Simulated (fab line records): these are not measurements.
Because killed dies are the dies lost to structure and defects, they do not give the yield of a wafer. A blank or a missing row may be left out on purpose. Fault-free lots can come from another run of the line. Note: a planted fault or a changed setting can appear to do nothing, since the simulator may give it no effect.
Split-lot trial / flow rit_cmos / route with 202 steps; 5 lots, 23 wafers read

THE SPLIT ITSELF
At RIT_PWELL_COAT_01 (resist thk 1300 nm), the setting spin_rpm was moved away from the recipe's 2000 rpm on 9 of the 23 wafers read, by -5.7% to +7.1%. All remaining wafers had this setting at the recipe value.

The split's own step is where the reading is taken.

THE READING
NOVOLAK_of_PWELL_COAT_01.thk_nm (the simulator's own value, which no gauge read), in nm, at RIT_PWELL_COAT_01 (resist thk 1300 nm). No usual value for it is given in the file. The 14 wafers here that ran the recipe average 1300 nm, standard deviation 3.4 nm.

wafer=L074.1; tool, chamber at the split=litho_track-03, 0; spin_rpm as run, rpm=2000; against the recipe=recipe; NOVOLAK_of_PWELL_COAT_01.thk_nm, nm=1304; against lot-mates on the recipe=-
wafer=L074.2; tool, chamber at the split=litho_track-03, 0; spin_rpm as run, rpm=2000; against the recipe=recipe; NOVOLAK_of_PWELL_COAT_01.thk_nm, nm=1303; against lot-mates on the recipe=-
wafer=L074.4; tool, chamber at the split=litho_track-03, 0; spin_rpm as run, rpm=1956; against the recipe=-2.2%; NOVOLAK_of_PWELL_COAT_01.thk_nm, nm=1315; against lot-mates on the recipe=+12
wafer=L074.5; tool, chamber at the split=litho_track-03, 0; spin_rpm as run, rpm=1956; against the recipe=-2.2%; NOVOLAK_of_PWELL_COAT_01.thk_nm, nm=1317; against lot-mates on the recipe=+14
wafer=L074.6; tool, chamber at the split=litho_track-03, 0; spin_rpm as run, rpm=1956; against the recipe=-2.2%; NOVOLAK_of_PWELL_COAT_01.thk_nm, nm=1319; against lot-mates on the recipe=+16
wafer=L078.1; tool, chamber at the split=litho_track-04, 0; spin_rpm as run, rpm=1886; against the recipe=-5.7%; NOVOLAK_of_PWELL_COAT_01.thk_nm, nm=1338; against lot-mates on the recipe=+36
wafer=L078.2; tool, chamber at the split=litho_track-04, 0; spin_rpm as run, rpm=2000; against the recipe=recipe; NOVOLAK_of_PWELL_COAT_01.thk_nm, nm=1302; against lot-mates on the recipe=-
wafer=L078.5; tool, chamber at the split=litho_track-04, 0; spin_rpm as run, rpm=2000; against the recipe=recipe; NOVOLAK_of_PWELL_COAT_01.thk_nm, nm=1302; against lot-mates on the recipe=-
wafer=L078.3; tool, chamber at the split=litho_track-04, 0; spin_rpm as run, rpm=2000; against the recipe=recipe; NOVOLAK_of_PWELL_COAT_01.thk_nm, nm=1301; against lot-mates on the recipe=-
wafer=L078.6; tool, chamber at the split=litho_track-04, 0; spin_rpm as run, rpm=1886; against the recipe=-5.7%; NOVOLAK_of_PWELL_COAT_01.thk_nm, nm=1340; against lot-mates on the recipe=+38
wafer=L080.1; tool, chamber at the split=litho_track-04, 0; spin_rpm as run, rpm=2000; against the recipe=recipe; NOVOLAK_of_PWELL_COAT_01.thk_nm, nm=1299; against lot-mates on the recipe=-
wafer=L080.5; tool, chamber at the split=litho_track-04, 0; spin_rpm as run, rpm=2000; against the recipe=recipe; NOVOLAK_of_PWELL_COAT_01.thk_nm, nm=1299; against lot-mates on the recipe=-
wafer=L080.2; tool, chamber at the split=litho_track-04, 0; spin_rpm as run, rpm=2142; against the recipe=+7.1%; NOVOLAK_of_PWELL_COAT_01.thk_nm, nm=1256; against lot-mates on the recipe=-41
wafer=L080.3; tool, chamber at the split=litho_track-04, 0; spin_rpm as run, rpm=2000; against the recipe=recipe; NOVOLAK_of_PWELL_COAT_01.thk_nm, nm=1292; against lot-mates on the recipe=-
wafer=L080.6; tool, chamber at the split=litho_track-04, 0; spin_rpm as run, rpm=2142; against the recipe=+7.1%; NOVOLAK_of_PWELL_COAT_01.thk_nm, nm=1255; against lot-mates on the recipe=-42
wafer=L081.3; tool, chamber at the split=litho_track-02, 0; spin_rpm as run, rpm=2000; against the recipe=recipe; NOVOLAK_of_PWELL_COAT_01.thk_nm, nm=1300; against lot-mates on the recipe=-
wafer=L081.4; tool, chamber at the split=litho_track-02, 0; spin_rpm as run, rpm=2000; against the recipe=recipe; NOVOLAK_of_PWELL_COAT_01.thk_nm, nm=1297; against lot-mates on the recipe=-
wafer=L081.6; tool, chamber at the split=litho_track-02, 0; spin_rpm as run, rpm=2000; against the recipe=recipe; NOVOLAK_of_PWELL_COAT_01.thk_nm, nm=1295; against lot-mates on the recipe=-
wafer=L083.1; tool, chamber at the split=litho_track-02, 0; spin_rpm as run, rpm=2000; against the recipe=recipe; NOVOLAK_of_PWELL_COAT_01.thk_nm, nm=1299; against lot-mates on the recipe=-
wafer=L083.2; tool, chamber at the split=litho_track-02, 0; spin_rpm as run, rpm=1958; against the recipe=-2.1%; NOVOLAK_of_PWELL_COAT_01.thk_nm, nm=1317; against lot-mates on the recipe=+15
wafer=L083.3; tool, chamber at the split=litho_track-02, 0; spin_rpm as run, rpm=1958; against the recipe=-2.1%; NOVOLAK_of_PWELL_COAT_01.thk_nm, nm=1315; against lot-mates on the recipe=+13
wafer=L083.5; tool, chamber at the split=litho_track-02, 0; spin_rpm as run, rpm=2000; against the recipe=recipe; NOVOLAK_of_PWELL_COAT_01.thk_nm, nm=1303; against lot-mates on the recipe=-
wafer=L083.6; tool, chamber at the split=litho_track-02, 0; spin_rpm as run, rpm=2000; against the recipe=recipe; NOVOLAK_of_PWELL_COAT_01.thk_nm, nm=1304; against lot-mates on the recipe=-

THE FIT
A straight line over all 23 wafers: NOVOLAK_of_PWELL_COAT_01.thk_nm changes by -6.6 nm for each +1% of spin_rpm; r = -0.99; the points scatter about the line by 3.1 nm.
The same after taking each lot's own level away (the mean of its wafers on the recipe; 23 wafers): -6.1 nm for each +1%; r = -0.99; scatter 2.1 nm.
The reading moves by 43 nm for the largest change in spin_rpm, on that fit.
Measured against the standard deviation above, the lots' own levels, which go from 1296.7 to 1303.5 nm, span 2.0 times it.
Consequently the slope shifts little with the lot-to-lot level, the two slopes agreeing.
Check: with one of the wafers moved furthest among these (+7.1%) left out of the fit, the line predicts -43.9 nm for it against its lot-mates. It came out at -40.7 nm against them.

OTHER SPLITS ON THESE WAFERS
Note: prior to the reading, these wafers also went through further splits. Each is held against what the fit with the lots' levels taken away leaves over:
other split on the same wafers=RIT_ACTIVE_CVD_03 temp_c; wafers away from the commonest value=15; r with NOVOLAK_of_PWELL_COAT_01.thk_nm (lot level and that fit taken away)=-0.18
other split on the same wafers=RIT_ACTIVE_DEVELOP_10 dev_temp_c; wafers away from the commonest value=12; r with NOVOLAK_of_PWELL_COAT_01.thk_nm (lot level and that fit taken away)=+0.07

FILE'S OWN FIT
NOVOLAK_of_PWELL_COAT_01.thk_nm changes by -6.14 nm for each +1% of spin_rpm, r = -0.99.
